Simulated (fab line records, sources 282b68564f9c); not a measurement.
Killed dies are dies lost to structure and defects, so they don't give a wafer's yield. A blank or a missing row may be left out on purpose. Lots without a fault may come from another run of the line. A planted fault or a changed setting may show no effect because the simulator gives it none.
Which tool did it? | flow rit_cmos | 15 lots, 45 wafers sampled, at 2 steps of a route of 202

WHAT THE GAUGES READ, wafer by wafer
The record holds no reading of a measuring or inspecting step that can be judged against a usual standard deviation.

WHICH TOOL RAN EACH LOT (tool, then ch and the chambers of the sampled wafers, then the start)
lot  | RIT_PLDD_STRIP_09                   | RIT_M1_PROBE_99
L302 | plasma_asher-04 ch 0,1, day 3 00:07 | -
L303 | plasma_asher-04 ch 0,1, day 3 05:06 | prober-01, day 3 18:42
L306 | plasma_asher-01 ch 0,1, day 4 00:27 | -
L308 | plasma_asher-02 ch 0,1, day 4 07:46 | prober-01, day 4 21:52
L307 | plasma_asher-01 ch 0,1, day 4 08:01 | prober-02, day 4 23:22
L309 | plasma_asher-04 ch 0,1, day 4 15:16 | -
L310 | plasma_asher-01 ch 0,1, day 4 23:01 | -
L311 | plasma_asher-04 ch 0,1, day 5 01:50 | prober-01, day 5 15:40
L312 | plasma_asher-01 ch 0,1, day 5 05:03 | -
L313 | plasma_asher-02 ch 0,1, day 5 13:15 | -
L314 | plasma_asher-01 ch 0,1, day 5 14:28 | prober-02, day 6 05:00
L319 | plasma_asher-01 ch 0,1, day 6 13:51 | -
L321 | plasma_asher-01 ch 0,1, day 7 00:41 | prober-02, day 7 15:26
L322 | plasma_asher-01 ch 0,1, day 7 08:57 | -
L324 | plasma_asher-02 ch 0,1, day 7 18:07 | prober-02, day 8 08:40
- RIT_PLDD_STRIP_09: strips in O2, time 180 s.
- RIT_M1_PROBE_99

WHAT THE TOOLS THEMSELVES READ (means of the sampled wafers that have a number; where no wafer has one, the mark that the record gives instead)
RIT_PLDD_STRIP_09.
lot  | tool            | chamber_pressure_mTorr (mTorr) | drypump_motor_current_A (A) | o2_flow_sccm (sccm)
L302 | plasma_asher-04 | 3998                           | 5.75                        | 4007
L303 | plasma_asher-04 | 4002                           | 5.75                        | 3995
L306 | plasma_asher-01 | 3999                           | 5.74                        | 3983
L308 | plasma_asher-02 | 4001                           | 5.29                        | 3994
L307 | plasma_asher-01 | 4000                           | 5.71                        | 3975
L309 | plasma_asher-04 | 4002                           | 5.76                        | 4001
L310 | plasma_asher-01 | 4002                           | 5.72                        | 4006
L311 | plasma_asher-04 | 4001                           | 5.84                        | 4005
L312 | plasma_asher-01 | 4003                           | 5.90                        | 3991
L313 | plasma_asher-02 | 3998                           | 5.51                        | 4010
L314 | plasma_asher-01 | 4000                           | 5.90                        | 4002
L319 | plasma_asher-01 | 4001                           | 5.89                        | 3212
L321 | plasma_asher-01 | 3998                           | 5.72                        | 3199
L322 | plasma_asher-01 | 4001                           | 5.73                        | 3200
L324 | plasma_asher-02 | 4001                           | 5.49                        | 3991

RIT_M1_PROBE_99.
lot  | tool      | killed_at_M0_to_M3 | killed_at_contacts | killed_at_front_end | killed_dies | killed_open | killed_short
L303 | prober-01 | 0.0                | 0.0                | 6                   | 6           | 3.0         | 2.7
L308 | prober-01 | 0.0                | 0.0                | 5                   | 5           | 2.3         | 2.3
L307 | prober-02 | 0.0                | 0.0                | 4                   | 4           | 2.0         | 2.3
L311 | prober-01 | 0.0                | 0.0                | 3                   | 3           | 1.0         | 2.0
L314 | prober-02 | 0.0                | 0.0                | 7                   | 7           | 3.0         | 3.7
L321 | prober-02 | 0.0                | 0.0                | 11                  | 11          | 4.0         | 6.7
L324 | prober-02 | 0.0                | 0.0                | 5                   | 5           | 2.3         | 2.3

THE ANSWER, worked out from the rows above alone
Rule: what is usual is taken from the lots themselves. Put in order of their means at a reading, lots are off if they are a third of the lots or fewer, leave a main group of 4 or more, and stand apart from it by a gap of 3 or more times the standard deviation of the main group's means; of several such gaps the widest counts. A main group whose means are all the same, to the digits that the tables above print for the reading, isn't used. A lot without any number at a reading at which 4 lots or more have one is off too. The other lots that the step has rows for count as sound. The gauges are gone through in route order, then the tools' own readings, and for those a lot's mean is taken as printed above. The first step at which some lot is off is used, and at that step the reading that is off furthest; a lot without a number counts as furthest.
Off: L319, L321, L322, at RIT_PLDD_STRIP_09 (o2_flow_sccm). The main group: mean 3997 sccm, standard deviation 10.
A tool fits if, at that step or a process step before it, it ran every lot that is off, and no sound lot after the first of them. One fits: plasma_asher-01 at RIT_PLDD_STRIP_09. Its last sound lot is L314 (day 5 14:28), its first lot that is off L319 (day 6 13:51): a fault that began between those two fits.
The tool's own readings at RIT_PLDD_STRIP_09 bear it out: on the lots that are off they differ by more than 5 times the standard deviation of the sound lots' means. o2_flow_sccm reads 3204 sccm there against 3997 sccm on the sound lots.

WHAT THE SIMULATOR HAD PUT IN
Process parameter drift: plasma_asher-01, from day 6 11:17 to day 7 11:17, at RIT_PLDD_STRIP_09. Setting o2_flow_sccm, moved by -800, from 4000. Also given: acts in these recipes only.
Lots struck among those shown: L319, L321, L322. The rule above found the same.
